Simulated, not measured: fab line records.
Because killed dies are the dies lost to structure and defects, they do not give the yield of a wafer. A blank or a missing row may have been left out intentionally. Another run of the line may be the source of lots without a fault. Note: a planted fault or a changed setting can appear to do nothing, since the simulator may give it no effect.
What tool caused it? || flow rit-cmos || 42 wafers from 14 lots sampled at 2 of the route's 202 steps

## WHAT THE GAUGES SHOWED, per wafer
RIT_PRETRO_TW_MEAS_10. Usual: PRETRO_TW typically reads 479, with standard deviation 6.2.
{"lot": "L425", "measured": "day 2 13:25", "on": "film-metro-02", "PRETRO_TW": "479 478 479", "flag": ""}
{"lot": "L429", "measured": "day 3 10:19", "on": "film-metro-02", "PRETRO_TW": "481 481 480", "flag": ""}
{"lot": "L431", "measured": "day 3 20:25", "on": "film-metro-02", "PRETRO_TW": "482 482 482", "flag": ""}
{"lot": "L432", "measured": "day 4 01:31", "on": "film-metro-04", "PRETRO_TW": "466 464 465", "flag": ""}
{"lot": "L433", "measured": "day 4 07:55", "on": "film-metro-01", "PRETRO_TW": "482 484 483", "flag": ""}
{"lot": "L434", "measured": "day 4 15:56", "on": "film-metro-02", "PRETRO_TW": "478 482 481", "flag": ""}
{"lot": "L438", "measured": "day 5 08:47", "on": "film-metro-01", "PRETRO_TW": "484 482 483", "flag": ""}
{"lot": "L439", "measured": "day 5 11:43", "on": "film-metro-01", "PRETRO_TW": "397 394 398", "flag": "OFF"}
{"lot": "L440", "measured": "day 5 16:53", "on": "film-metro-02", "PRETRO_TW": "397 395 394", "flag": "OFF"}
{"lot": "L442", "measured": "day 6 05:45", "on": "film-metro-02", "PRETRO_TW": "478 480 479", "flag": ""}
{"lot": "L443", "measured": "day 6 07:59", "on": "film-metro-01", "PRETRO_TW": "480 482 481", "flag": ""}
{"lot": "L444", "measured": "day 6 12:41", "on": "film-metro-02", "PRETRO_TW": "480 480 482", "flag": ""}
{"lot": "L445", "measured": "day 6 18:44", "on": "film-metro-02", "PRETRO_TW": "479 478 478", "flag": ""}
{"lot": "L446", "measured": "day 6 23:41", "on": "film-metro-04", "PRETRO_TW": "469 470 469", "flag": ""}

## WHICH TOOL RAN EACH LOT (tool, then ch and the chambers of the sampled wafers, then the start)
{"lot": "L425", "RIT_PRETRO_IMPLANT_08": "implanter-03 ch 0, day 2 13:05"}
{"lot": "L429", "RIT_PRETRO_IMPLANT_08": "implanter-01 ch 0, day 3 09:59"}
{"lot": "L431", "RIT_PRETRO_IMPLANT_08": "implanter-04 ch 0, day 3 20:05"}
{"lot": "L432", "RIT_PRETRO_IMPLANT_08": "implanter-04 ch 0, day 4 01:12"}
{"lot": "L433", "RIT_PRETRO_IMPLANT_08": "implanter-03 ch 0, day 4 07:35"}
{"lot": "L434", "RIT_PRETRO_IMPLANT_08": "implanter-03 ch 0, day 4 15:37"}
{"lot": "L438", "RIT_PRETRO_IMPLANT_08": "implanter-01 ch 0, day 5 08:28"}
{"lot": "L439", "RIT_PRETRO_IMPLANT_08": "implanter-03 ch 0, day 5 11:23"}
{"lot": "L440", "RIT_PRETRO_IMPLANT_08": "implanter-03 ch 0, day 5 16:34"}
{"lot": "L442", "RIT_PRETRO_IMPLANT_08": "implanter-01 ch 0, day 6 05:26"}
{"lot": "L443", "RIT_PRETRO_IMPLANT_08": "implanter-01 ch 0, day 6 07:42"}
{"lot": "L444", "RIT_PRETRO_IMPLANT_08": "implanter-04 ch 0, day 6 12:21"}
{"lot": "L445", "RIT_PRETRO_IMPLANT_08": "implanter-01 ch 0, day 6 18:26"}
{"lot": "L446", "RIT_PRETRO_IMPLANT_08": "implanter-01 ch 0, day 6 23:22"}
- RIT_PRETRO_IMPLANT_08

## AS READ BY THE TOOLS THEMSELVES (means over the sampled wafers that have a number; for cases with no such wafer, the mark the record gives instead)
RIT_PRETRO_IMPLANT_08. Usual: dose-ions-cm2 1.1998e+13, standard deviation 1.4e+10; faraday-current-uA 38.1, standard deviation 0.81.
{"lot": "L425", "tool": "implanter-03", "dose-ions-cm2": 1.1997e+13, "faraday-current-uA": 38.1, "flag": ""}
{"lot": "L429", "tool": "implanter-01", "dose-ions-cm2": 1.2011e+13, "faraday-current-uA": 37.9, "flag": ""}
{"lot": "L431", "tool": "implanter-04", "dose-ions-cm2": 1.1984e+13, "faraday-current-uA": 37.7, "flag": ""}
{"lot": "L432", "tool": "implanter-04", "dose-ions-cm2": 1.2011e+13, "faraday-current-uA": 38.5, "flag": ""}
{"lot": "L433", "tool": "implanter-03", "dose-ions-cm2": 1.1995e+13, "faraday-current-uA": 39.0, "flag": ""}
{"lot": "L434", "tool": "implanter-03", "dose-ions-cm2": 1.2009e+13, "faraday-current-uA": 37.2, "flag": ""}
{"lot": "L438", "tool": "implanter-01", "dose-ions-cm2": 1.2003e+13, "faraday-current-uA": 37.8, "flag": ""}
{"lot": "L439", "tool": "implanter-03", "dose-ions-cm2": 6.3480e+12, "faraday-current-uA": 20.3, "flag": "OFF"}
{"lot": "L440", "tool": "implanter-03", "dose-ions-cm2": 6.3277e+12, "faraday-current-uA": 19.8, "flag": "OFF"}
{"lot": "L442", "tool": "implanter-01", "dose-ions-cm2": 1.2002e+13, "faraday-current-uA": 38.3, "flag": ""}
{"lot": "L443", "tool": "implanter-01", "dose-ions-cm2": 1.1996e+13, "faraday-current-uA": 38.0, "flag": ""}
{"lot": "L444", "tool": "implanter-04", "dose-ions-cm2": 1.2016e+13, "faraday-current-uA": 38.2, "flag": ""}
{"lot": "L445", "tool": "implanter-01", "dose-ions-cm2": 1.1980e+13, "faraday-current-uA": 38.4, "flag": ""}
{"lot": "L446", "tool": "implanter-01", "dose-ions-cm2": 1.1979e+13, "faraday-current-uA": 38.5, "flag": ""}

## THE ANSWER, worked out from the rows above alone
Rule: lot off if the mean of its wafers having a number is beyond 3 standard deviations from the usual mean. Also off: a lot with no number at a reading for which 4 or more lots have one. Any other lot the step has rows for is counted as sound. After the gauges, taken in route order, come the tools' own readings; for these a lot's mean is taken, as printed above. At the first step where some lot is off, the reading lying furthest off is the one used; lots without a number count as furthest.
Off: L439, L440, seen at RIT_PRETRO_TW_MEAS_10 (PRETRO_TW).
If a tool, at a process step before that reading, ran all the lots that are off and no sound lot after the first of them, it fits. The gauges at RIT_PRETRO_TW_MEAS_10 aren't tried: what is off there is off at RIT_PRETRO_IMPLANT_08 too, on other tools, and a gauge's error can't cause that. One candidate fits, namely implanter-03 at RIT_PRETRO_IMPLANT_08. A fault onset in the window from L434 (day 4 15:37, its last sound lot) to L439 (day 5 11:23, its first lot off) fits.
The tool's own readings at RIT_PRETRO_IMPLANT_08 bear it out: on the lots that are off they differ by more than 5 times the standard deviation of the sound lots' means. dose-ions-cm2 reads 6.3378e+12 there against 1.1999e+13 on the sound lots; faraday-current-uA reads 20.1 there against 38.1 on the sound lots.

## WHAT THE SIMULATOR HAD PUT IN
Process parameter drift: implanter-03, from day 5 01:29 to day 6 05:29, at RIT_PRETRO_IMPLANT_08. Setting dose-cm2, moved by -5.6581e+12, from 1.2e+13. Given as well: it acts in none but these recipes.
Lots struck among those shown: L439, L440. This agrees with what the rule above found.
